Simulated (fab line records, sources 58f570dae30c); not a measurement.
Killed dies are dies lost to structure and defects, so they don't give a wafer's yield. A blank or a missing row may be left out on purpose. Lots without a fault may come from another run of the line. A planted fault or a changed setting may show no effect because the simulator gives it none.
Which tool did it? | flow berkeley_cmos170 | 7 lots, 21 wafers sampled, at 1 step of a route of 331

WHAT THE GAUGES READ, wafer by wafer
UCB170_GATE_THK_MEAS_02.
lot  | measured     | on            | GATE_OXIDE_THK (nm)
L229 | day 6 07:58  | film_metro-03 | 6.62 6.47 6.51
L235 | day 7 12:44  | film_metro-02 | 6.64 6.36 6.58
L237 | day 7 19:41  | film_metro-03 | 6.58 6.77 6.79
L239 | day 8 13:55  | film_metro-03 | 6.43 6.41 6.56
L242 | day 8 22:28  | film_metro-03 | 6.65 6.62 6.61
L245 | day 9 19:18  | film_metro-03 | 6.44 6.39 6.45
L249 | day 10 08:09 | film_metro-03 | 6.55 6.57 6.51

WHICH TOOL RAN EACH LOT (tool, then ch and the chambers of the sampled wafers, then the start)
The record holds no process step before these readings.

THE ANSWER, worked out from the rows above alone
Rule: what is usual is taken from the lots themselves. Put in order of their means at a reading, lots are off if they are a third of the lots or fewer, leave a main group of 4 or more, and stand apart from it by a gap of 3 or more times the standard deviation of the main group's means; of several such gaps the widest counts. A main group whose means are all the same, to the digits that the tables above print for the reading, isn't used. A lot without any number at a reading at which 4 lots or more have one is off too. The other lots that the step has rows for count as sound.
No lot is off at any reading shown: from this, nothing can be told.

WHAT THE SIMULATOR HAD PUT IN
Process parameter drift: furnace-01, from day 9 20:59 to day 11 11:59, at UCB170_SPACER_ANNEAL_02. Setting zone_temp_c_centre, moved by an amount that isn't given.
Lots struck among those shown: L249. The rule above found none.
